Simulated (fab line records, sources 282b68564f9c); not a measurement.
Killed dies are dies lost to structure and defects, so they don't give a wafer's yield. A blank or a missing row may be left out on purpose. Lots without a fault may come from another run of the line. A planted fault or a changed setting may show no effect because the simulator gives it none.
Which tool did it? | flow rit_cmos | 14 lots, 42 wafers sampled, at 2 steps of a route of 202

WHAT THE GAUGES READ, wafer by wafer
RIT_SDANNEAL_RS_MEAS_07: measures by four-point-probe. Usual: NLDD_RS 151.6 ohm/sq, standard deviation 0.6.
lot  | measured    | on            | NLDD_RS (ohm/sq)  | flag
L477 | day 3 07:01 | film_metro-01 | 150.8 151.2 150.5 |
L479 | day 3 17:17 | film_metro-04 | 152.0 152.2 152.3 |
L481 | day 4 02:43 | film_metro-04 | 151.6 151.1 151.2 |
L482 | day 4 07:14 | film_metro-01 | 151.3 151.0 152.0 |
L484 | day 4 13:41 | film_metro-04 | 151.8 151.1 151.8 |
L485 | day 4 22:48 | film_metro-03 | 150.9 151.0 151.1 |
L486 | day 5 00:43 | film_metro-04 | 152.0 152.2 152.3 |
L487 | day 5 08:15 | film_metro-04 | 151.4 151.4 151.9 |
L488 | day 5 10:01 | film_metro-01 | 151.5 151.8 151.9 |
L489 | day 5 19:19 | film_metro-01 | 151.7 151.9 151.7 |
L493 | day 6 15:05 | film_metro-03 | 151.2 151.8 151.3 |
L494 | day 6 15:58 | film_metro-04 | 151.6 151.9 151.8 |
L497 | day 7 11:11 | film_metro-01 | 158.2 157.8 157.2 | OFF
L500 | day 7 22:25 | film_metro-04 | 156.6 156.8 157.1 | OFF

WHICH TOOL RAN EACH LOT (tool, then ch and the chambers of the sampled wafers, then the start)
lot  | RIT_NLDD_IMPLANT_08
L477 | implanter-02 ch 0, day 2 22:44
L479 | implanter-01 ch 0, day 3 08:07
L481 | implanter-04 ch 0, day 3 18:32
L482 | implanter-02 ch 0, day 3 22:50
L484 | implanter-01 ch 0, day 4 05:30
L485 | implanter-01 ch 0, day 4 13:43
L486 | implanter-01 ch 0, day 4 16:24
L487 | implanter-04 ch 0, day 4 23:49
L488 | implanter-01 ch 0, day 5 01:31
L489 | implanter-04 ch 0, day 5 11:14
L493 | implanter-02 ch 0, day 6 05:53
L494 | implanter-04 ch 0, day 6 07:38
L497 | implanter-04 ch 0, day 7 02:46
L500 | implanter-04 ch 0, day 7 14:11
- RIT_NLDD_IMPLANT_08

WHAT THE TOOLS THEMSELVES READ (means of the sampled wafers that have a number; where no wafer has one, the mark that the record gives instead)
The record holds no such reading with a usual standard deviation.

THE ANSWER, worked out from the rows above alone
Rule: a lot is off if the mean of its wafers that have a number lies more than 3 standard deviations from the usual mean. A lot without any number at a reading at which 4 lots or more have one is off too. The other lots that the step has rows for count as sound. The gauges are gone through in route order, then the tools' own readings, and for those a lot's mean is taken as printed above. The first step at which some lot is off is used, and at that step the reading that is off furthest; a lot without a number counts as furthest.
Off: L497, L500, at RIT_SDANNEAL_RS_MEAS_07 (NLDD_RS).
A tool fits if, at a process step before that reading, it ran every lot that is off, and no sound lot after the first of them. The gauges at RIT_SDANNEAL_RS_MEAS_07 are tried like those tools. One fits: implanter-04 at RIT_NLDD_IMPLANT_08. Its last sound lot is L494 (day 6 07:38), its first lot that is off L497 (day 7 02:46): a fault that began between those two fits.

WHAT THE SIMULATOR HAD PUT IN
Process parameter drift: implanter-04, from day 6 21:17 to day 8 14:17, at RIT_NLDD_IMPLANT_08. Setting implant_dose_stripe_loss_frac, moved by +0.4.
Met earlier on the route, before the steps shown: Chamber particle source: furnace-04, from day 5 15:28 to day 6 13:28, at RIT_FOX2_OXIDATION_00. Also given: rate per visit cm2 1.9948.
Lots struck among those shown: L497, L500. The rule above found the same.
